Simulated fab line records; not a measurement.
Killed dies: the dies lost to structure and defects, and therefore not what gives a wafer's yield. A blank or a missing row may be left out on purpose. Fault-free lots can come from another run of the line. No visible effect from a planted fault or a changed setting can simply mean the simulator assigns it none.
Which tool is to blame? | flow rit_cmos | Sampling: 14 lots, 42 wafers, 2 of 202 route steps

WHAT THE GAUGES READ, wafer by wafer
RIT_GATE_THK_MEAS_07. Usual: GATE_OXIDE_THK typically reads 3.00 nm, with standard deviation 0.068.
lot  | measured    | on            | GATE_OXIDE_THK (nm) | flag
L230 | day 2 10:07 | film_metro-03 | 3.12 3.13 3.09      |
L231 | day 2 15:11 | film_metro-02 | 2.96 3.06 3.02      |
L232 | day 2 20:42 | film_metro-03 | 3.04 3.03 3.00      |
L233 | day 3 01:13 | film_metro-03 | 3.11 3.02 3.03      |
L234 | day 3 05:23 | film_metro-02 | 3.15 3.03 3.09      |
L235 | day 3 11:49 | film_metro-03 | 2.99 2.98 3.07      |
L236 | day 3 15:38 | film_metro-04 | 3.03 3.09 3.09      |
L239 | day 4 06:44 | film_metro-02 | 2.88 2.92 2.96      |
L240 | day 4 11:35 | film_metro-02 | 3.13 3.08 3.06      |
L242 | day 5 00:01 | film_metro-02 | 3.54 3.54 3.61      | OFF
L243 | day 5 06:32 | film_metro-03 | 3.52 3.49 3.54      | OFF
L250 | day 6 17:52 | film_metro-02 | 2.92 2.97 2.91      |
L251 | day 6 23:11 | film_metro-03 | 3.00 2.91 3.00      |
L252 | day 7 00:25 | film_metro-04 | 3.01 3.00 3.04      |

TOOL THAT RAN EACH LOT (tool first, then ch and the chambers of the sampled wafers, then the start)
lot  | RIT_GATE_OXIDATION_05
L230 | furnace-03 ch 0, day 2 08:46
L231 | furnace-03 ch 0, day 2 13:52
L232 | furnace-03 ch 0, day 2 19:22
L233 | furnace-03 ch 0, day 2 23:53
L234 | furnace-01 ch 0, day 3 04:03
L235 | furnace-01 ch 0, day 3 10:29
L236 | furnace-03 ch 0, day 3 14:18
L239 | furnace-04 ch 0, day 4 05:23
L240 | furnace-03 ch 0, day 4 09:24
L242 | furnace-01 ch 0, day 4 21:22
L243 | furnace-01 ch 0, day 5 03:15
L250 | furnace-04 ch 0, day 6 14:15
L251 | furnace-04 ch 0, day 6 20:04
L252 | furnace-04 ch 0, day 6 23:05
- RIT_GATE_OXIDATION_05: target thk 3 nm, ox time 270 s.

WHAT THE TOOLS THEMSELVES READ (means of the sampled wafers that have a number; where no wafer has one, the mark that the record gives instead)
RIT_GATE_OXIDATION_05. Usual: spike_tc_centre_C 903.2 C, standard deviation 1.1; spike_tc_load_C 925.7 C, standard deviation 2.4; spike_tc_source_C 923.0 C, standard deviation 2.2; tube_center_temp_C 900.01 C, standard deviation 0.087; tube_center_temp_C_max 902.3, standard deviation 0.34.
lot  | tool       | spike_tc_centre_C (C) | spike_tc_load_C (C) | spike_tc_source_C (C) | tube_center_temp_C (C) | tube_center_temp_C_max | flag
L230 | furnace-03 | 903.8                 | 928.5               | 922.9                 | 899.96                 | 902.4                  |
L231 | furnace-03 | 905.2                 | 928.4               | 922.5                 | 899.99                 | 902.0                  |
L232 | furnace-03 | 903.5                 | 929.4               | 921.6                 | 900.05                 | 902.2                  |
L233 | furnace-03 | 903.8                 | 929.4               | 922.7                 | 899.99                 | 902.4                  |
L234 | furnace-01 | 902.5                 | 923.8               | 924.7                 | 900.03                 | 902.0                  |
L235 | furnace-01 | 902.3                 | 924.3               | 925.5                 | 899.99                 | 902.7                  |
L236 | furnace-03 | 903.9                 | 928.4               | 921.8                 | 900.03                 | 902.7                  |
L239 | furnace-04 | 903.1                 | 924.4               | 920.1                 | 899.99                 | 902.4                  |
L240 | furnace-03 | 903.1                 | 929.2               | 921.8                 | 900.01                 | 902.1                  |
L242 | furnace-01 | 918.4                 | 938.8               | 939.7                 | 915.04                 | 917.5                  | OFF
L243 | furnace-01 | 918.6                 | 939.1               | 940.8                 | 915.00                 | 917.1                  | OFF
L250 | furnace-04 | 901.4                 | 924.4               | 920.1                 | 900.02                 | 902.1                  |
L251 | furnace-04 | 903.0                 | 923.9               | 920.0                 | 899.96                 | 902.2                  |
L252 | furnace-04 | 901.5                 | 924.2               | 920.8                 | 899.98                 | 902.5                  |

THE ANSWER, worked out from the rows above alone
Rule: take the mean of a lot's wafers that have a number; if it is more than 3 standard deviations from the usual mean, the lot is off. Also off: a lot with no number at a reading for which 4 or more lots have one. Where the step has rows for the other lots, those lots are counted as sound. After the gauges, taken in route order, come the tools' own readings; for these a lot's mean is taken, as printed above. At the first step where some lot is off, the reading lying furthest off is the one used; lots without a number count as furthest.
Off: at RIT_GATE_THK_MEAS_07 (GATE_OXIDE_THK), L242, L243.
A tool fits if, at a process step before that reading, it ran every lot that is off, and no sound lot after the first of them. Not tried: the gauges at RIT_GATE_THK_MEAS_07; whatever is off there is also off at RIT_GATE_OXIDATION_05, on other tools, and gauge error can't account for it. One candidate fits, namely furnace-01 at RIT_GATE_OXIDATION_05. A fault onset in the window from L235 (day 3 10:29, its last sound lot) to L242 (day 4 21:22, its first lot off) fits.
The tool's own readings at RIT_GATE_OXIDATION_05 bear it out: on the lots that are off they differ by more than 5 times the standard deviation of the sound lots' means. spike_tc_centre_C reads 918.5 C there against 903.1 C on the sound lots; spike_tc_load_C reads 939.0 C there against 926.5 C on the sound lots; spike_tc_source_C reads 940.2 C there against 922.0 C on the sound lots; tube_center_temp_C reads 915.02 C there against 900.00 C on the sound lots; tube_center_temp_C_max reads 917.3 there against 902.3 on the sound lots.

WHAT THE SIMULATOR HAD PUT IN
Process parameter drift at RIT_GATE_OXIDATION_05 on furnace-01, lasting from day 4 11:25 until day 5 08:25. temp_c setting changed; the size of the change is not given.
Struck lots among those shown: L242, L243. The rule above found the same.
